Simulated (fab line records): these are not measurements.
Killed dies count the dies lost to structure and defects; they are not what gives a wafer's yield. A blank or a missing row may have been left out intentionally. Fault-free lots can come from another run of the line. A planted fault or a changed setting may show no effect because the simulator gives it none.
Which tool was responsible? + flow ritCmos + 7 lots with 21 wafers sampled at 2 steps, on a route of 202 steps

## WHAT THE GAUGES READ, wafer by wafer
RIT_WELLDRIVE_RS_MEAS_02: measurement is done with a four-point probe.
| lot  | measured    | on           | PWELL_RS (ohm/sq)                   |
|------|-------------|--------------|-------------------------------------|
| L238 | day 2 15:52 | filmMetro-04 | 429.7 427.2 429.1                   |
| L240 | day 2 23:47 | filmMetro-04 | 429.6 429.5 429.6                   |
| L242 | day 3 13:21 | filmMetro-02 | 428.6 428.0 428.3                   |
| L244 | day 4 00:16 | filmMetro-01 | 427.6 426.2 429.0                   |
| L246 | day 4 07:32 | filmMetro-02 | 433.1 433.5 433.7 432.4 433.4 434.4 |
| L257 | day 6 14:17 | filmMetro-01 | 428.9 428.0 429.1                   |
| L259 | day 6 22:41 | filmMetro-04 | 431.0 430.1 431.3                   |

## WHAT TOOL EACH LOT RAN ON (gives the tool, then ch and the chambers of the sampled wafers, and finally the start)
| lot  | RIT_PWELL_IMPLANT_08           |
|------|--------------------------------|
| L238 | implanter-03 ch 0, day 2 10:17 |
| L240 | implanter-04 ch 0, day 2 18:13 |
| L242 | implanter-01 ch 0, day 3 07:46 |
| L244 | implanter-03 ch 0, day 3 18:40 |
| L246 | implanter-04 ch 0, day 4 00:13 |
| L257 | implanter-01 ch 0, day 6 07:43 |
| L259 | implanter-04 ch 0, day 6 17:06 |
- RIT_PWELL_IMPLANT_08

## THE ANSWER, worked out from the rows above alone
Rule: the lots themselves supply what counts as usual. Put in order of their means at a reading, lots are off if they are a third of the lots or fewer, leave a main group of 4 or more, and stand apart from it by a gap of 3 or more times the standard deviation of the main group's means; of several such gaps the widest counts. If all means in a main group match to the digits the tables above print for the reading, that group is not used. Also off: a lot with no number at a reading for which 4 or more lots have one. Any other lot the step has rows for is counted as sound.
No lot is off on any of the readings shown, so nothing can be concluded from this.

## WHAT THE SIMULATOR HAD INSERTED
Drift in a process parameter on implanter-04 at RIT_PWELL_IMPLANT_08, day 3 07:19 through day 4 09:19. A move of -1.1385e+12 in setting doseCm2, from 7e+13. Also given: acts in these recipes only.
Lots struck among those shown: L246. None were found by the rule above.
